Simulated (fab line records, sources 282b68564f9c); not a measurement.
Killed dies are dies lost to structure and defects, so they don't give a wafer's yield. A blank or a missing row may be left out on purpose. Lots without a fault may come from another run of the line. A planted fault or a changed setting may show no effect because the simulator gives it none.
A struck lot beside a sound one | flow rit_cmos | 15 steps out of a route of 202
Sound: wafers L166.1, L166.2, L166.3. Struck: wafer L179.6. The cause comes at the end.
At each step with rows: each side's tool, then ch and its chambers, then its first start. Under that, the readings that differ: sound wafers | struck wafers | difference of the means | sigmas: that difference in standard deviations of wafers without a fault.
alike: readings whose means differ by less than 2 such deviations, and words and numbers that are the same on both sides. not compared: withheld readings, readings that some wafer has no value for, bounds like >300 that may hide the same value, and numbers for which the record gives no deviation and whose values overlap.
The two part at a step that has a row with sigmas, a row that says differs or no value, or rows on one side only. Numbers that don't overlap but have no deviation are shown without sigmas and don't part them. A reading that every wafer of one side lacks parts them only if that side has two wafers or more.

RIT_GATE_THK_MEAS_07:
  sound on film_metro-04, day 3 21:29; struck on film_metro-03, day 6 18:34
  alike: GATE_OXIDE_THK
then, 1 step without rows for these wafers: RIT_GATE_CVD_08 (deposits poly-Si from SiH4, target thk 250 nm, time 2220 s).
RIT_GATE_THK_MEAS_09:
  sound on film_metro-04, day 4 00:02; struck on film_metro-04, day 6 20:14
  alike: GATE_POLY_THK
then, 6 steps without rows for these wafers: RIT_GATE_HMDS_10 (prime time 60 s); RIT_GATE_COAT_11 (resist thk 850 nm); RIT_GATE_SOFTBAKE_12 (time 60 s); RIT_GATE_EXPOSE_13 (exposes mask M6, target cd 150 nm); RIT_GATE_PEB_14; RIT_GATE_DEVELOP_15 (develop time 50 s).
RIT_GATE_CD_MEAS_16: target cd 150 nm.
  sound on cd_sem-01, day 4 01:05; struck on cd_sem-02, day 6 21:19
  alike: cd_nm
RIT_GATE_OVL_MEAS_17:
  sound on overlay-01, day 4 01:12; struck on overlay-01, day 6 21:22
  alike: GATE_OVL
then, 1 step without rows for these wafers: RIT_GATE_HARDBAKE_18 (time 60 s).
RIT_GATE_ETCH_19: etches poly-Si in SF6/CHF3/O2, stops on SiO2, time 165 s, target depth 312.5 nm.
  sound on rie_si-01 ch 0,2,3, day 4 01:23; struck on rie_si-02 ch 0, day 6 21:35
  reading                                   | sound             | struck | difference | sigmas
  oes_product_au (a.u.)                     | 0.830 0.838 0.839 | 0.977  | +0.141     | +10
  run_length_s (s)                          | 193.3 193.0 193.2 | 151.7  | -41.5      | -99 or more
  model.GATE.feature_depth_nm (nm)          | 242.8 245.1 242.9 | 223.1  | -20.5      |
  model.etch.depth_nm (nm)                  | 242.8 245.1 242.9 | 223.1  | -20.5      |
  model.NOVOLAK_of_GATE_COAT_11.thk_nm (nm) | 670.9 671.5 671.1 | 696.2  | +25.0      |
  alike: drypump_motor_current_A, throttle_valve_pct
  not compared: rf_hours_counter_h
RIT_GATE_STRIP_20: strips in O2, time 180 s.
  sound on plasma_asher-02 ch 0,1, day 4 01:29; struck on plasma_asher-03 ch 0, day 6 21:46
  alike: drypump_motor_current_A
  not compared: rf_hours_counter_h
then, 1 step without rows for these wafers: RIT_M1_PROBE_99.

WHERE THEY PART
Only at RIT_GATE_ETCH_19, within this record. Later steps at which nothing parts them and some readings are alike: RIT_GATE_STRIP_20.

WHY: what the simulator had put in
Process parameter drift: rie_si-02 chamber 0, from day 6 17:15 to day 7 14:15, at RIT_GATE_ETCH_19. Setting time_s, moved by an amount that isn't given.
